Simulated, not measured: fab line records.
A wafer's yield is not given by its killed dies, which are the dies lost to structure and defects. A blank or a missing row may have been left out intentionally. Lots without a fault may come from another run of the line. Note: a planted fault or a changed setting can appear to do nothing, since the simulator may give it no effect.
Comparing a struck lot with a sound one	flow berkeley-cmos170	43 steps out of a route of 331
Sound: wafers L497.1, L497.2, L497.3. Struck: wafers L503.1, L503.2, L503.3. Last of all comes the cause.
Per side, at each step with rows, come the tool, then ch with its chambers, and then its first start. Under that, the readings that differ: sound wafers	struck wafers	difference of the means	sigmas: that difference in standard deviations of wafers without a fault.
alike: same words and numbers on both sides, and readings whose means sit less than 2 such deviations apart. not compared: any withheld reading, any reading some wafer has no value for, any bound like >300 that may hide the same value, and any number with overlapping values for which the record gives no deviation.
A row with sigmas, a row that says differs or no value, or rows on one side alone: a step with any of these is where the two part. Numbers that don't overlap but have no deviation are shown without sigmas and don't part them. A reading missing from all wafers of one side parts the sides only when that side holds two or more wafers.

UCB170_NVT_OVL_MEAS_06:
  sound on overlay-02 at day 6 14:51; struck on overlay-01 at day 7 17:22
  alike: NVT_OVL
then, 1 step without rows for these wafers: UCB170_NVT_IMPLANT_07.
UCB170_NVT_STRIP_08: strips in O2.
  sound on plasma-asher-02 ch 0,1, day 6 15:02; struck on plasma-asher-04 ch 0,1, day 7 17:33
  alike: drypump-motor-current-A, oes-product-au, strip-time-to-endpoint-s
  not compared: rf-hours-counter-h
UCB170_NVT_TW_MEAS_09:
  sound on film-metro-02 at day 6 15:08; struck on film-metro-03 at day 7 17:39
  alike: NVT_TW
then, 7 steps without rows for these wafers: UCB170_NVT_CLEAN_10 (cleans in SPM, time 600 s); UCB170_PVT_HMDS_00 (prime time 60 s); UCB170_PVT_COAT_01 (resist thk 900 nm); UCB170_PVT_SOFTBAKE_02 (time 60 s); UCB170_PVT_EXPOSE_03 (exposes mask NWELL, target cd 3000 nm); UCB170_PVT_PEB_04; UCB170_PVT_DEVELOP_05 (develop time 45 s).
UCB170_PVT_OVL_MEAS_06:
  sound on overlay-01 at day 6 18:13; struck on overlay-02 at day 7 21:01
  alike: PVT_OVL
UCB170_PVT_IMPLANT_07:
  sound on implanter-04 ch 0, day 6 18:17; struck on implanter-03 ch 0, day 7 21:04
  alike: beam-on-s, faraday-current-uA
UCB170_PVT_STRIP_08: strips in O2.
  sound on plasma-asher-03 ch 0,1, day 6 18:26; struck on plasma-asher-01 ch 0,1, day 7 21:13
  alike: drypump-motor-current-A, oes-product-au, strip-time-to-endpoint-s
  not compared: rf-hours-counter-h
UCB170_PVT_TW_MEAS_09:
  sound on film-metro-04 at day 6 18:32; struck on film-metro-01 at day 7 21:19
  alike: PVT_TW
then, 1 step without rows for these wafers: UCB170_GATE_WET_ETCH_00 (etches SiO2 in dHF, time 200 s).
UCB170_FIELD_THK_MEAS_91:
  sound on film-metro-04 at day 6 18:50; struck on film-metro-02 at day 7 21:26
  alike: FIELD_OXIDE_LEFT_2_THK
then, 1 step without rows for these wafers: UCB170_GATE_OXIDATION_01 (target thk 6.6 nm, ox time 1800 s).
UCB170_GATE_THK_MEAS_02:
  sound on film-metro-04 at day 6 23:14; struck on film-metro-04 at day 8 01:04
  alike: GATE_OXIDE_THK
then, 2 steps without rows for these wafers: UCB170_GATE_ANNEAL_03 (time 1800 s); UCB170_GATE_CVD_04 (deposits poly-Si from SiH4, time 1440 s, target thk 214 nm).
UCB170_GATE_THK_MEAS_05:
  sound on film-metro-01 at day 7 07:23; struck on film-metro-03 at day 8 10:47
  alike: GATE_POLY_THK
then, 6 steps without rows for these wafers: UCB170_GATE_COAT_06; UCB170_GATE_COAT_07 (resist thk 900 nm); UCB170_GATE_SOFTBAKE_08 (time 60 s); UCB170_GATE_EXPOSE_09 (exposes mask POLY, target cd 350 nm); UCB170_GATE_PEB_10; UCB170_GATE_DEVELOP_11 (develop time 45 s).
UCB170_GATE_CD_MEAS_12 targets a cd of 350 nm.
  sound on cd-sem-02 at day 7 08:40; struck on cd-sem-01 at day 8 12:17
  alike: cd-nm
UCB170_GATE_OVL_MEAS_13:
  sound on overlay-01 at day 7 08:47; struck on overlay-01 at day 8 12:25
  alike: GATE_OVL
UCB170_GATE_ETCH_14: etches BARC in N2/H2.
  sound on rie-diel-03 ch 0,2,3, day 7 08:49; struck on rie-diel-03 ch 0,2,3, day 8 12:26
  alike: bias-w, drypump-motor-current-A, oes-product-au, throttle-valve-pct
UCB170_GATE_ETCH_15: etches poly-Si in HBr/Cl2, stops on SiO2, time 56.3 s, target depth 278.2 nm.
  sound on rie-si-01 ch 0,1,3, day 7 08:52; struck on rie-si-02 ch 1,2,3, day 8 12:29
  alike: bias-w, drypump-motor-current-A, mfc-cl2-sccm, oes-product-au, throttle-valve-pct
  not compared: rf-hours-counter-h
UCB170_GATE_STRIP_16: strips in O2.
  sound on plasma-asher-03 ch 0,1, day 7 08:55; struck on plasma-asher-03 ch 0,1, day 8 12:32
  alike: drypump-motor-current-A, oes-product-au
  not compared: rf-hours-counter-h
UCB170_GATE_CD_MEAS_90 targets a cd of 350 nm.
  sound on cd-sem-01 at day 7 09:01; struck on cd-sem-01 at day 8 12:38
  alike: cd-nm
then, 7 steps without rows for these wafers: UCB170_GATE_CLEAN_17 (cleans in SPM, time 600 s); UCB170_PLDD_HMDS_00 (prime time 60 s); UCB170_PLDD_COAT_01 (resist thk 900 nm); UCB170_PLDD_SOFTBAKE_02 (time 60 s); UCB170_PLDD_EXPOSE_03 (exposes mask PSELECT, target cd 1200 nm); UCB170_PLDD_PEB_04; UCB170_PLDD_DEVELOP_05 (develop time 45 s).
UCB170_PLDD_CD_MEAS_06 targets a cd of 1200 nm.
  sound on cd-sem-02 at day 7 10:42; struck on cd-sem-02 at day 8 13:59
  alike: cd-nm
UCB170_M3_PROBE_99:
  sound on prober-01 at day 8 22:14; struck on prober-01 at day 10 02:28
reading	sound	struck	difference	sigmas
model.etest.pmos_0p35.drive-ua-um-range	6.389 6.745 6.289	16.37 18.15 15.64	+10.25	
model.etest.pmos_0p35.vt-v-range	0.01153 0.01322 0.01242	0.05592 0.05893 0.0628	+0.04683	

## WHERE THEY PART
Nowhere in this record.

WHY: what had been put in by the simulator
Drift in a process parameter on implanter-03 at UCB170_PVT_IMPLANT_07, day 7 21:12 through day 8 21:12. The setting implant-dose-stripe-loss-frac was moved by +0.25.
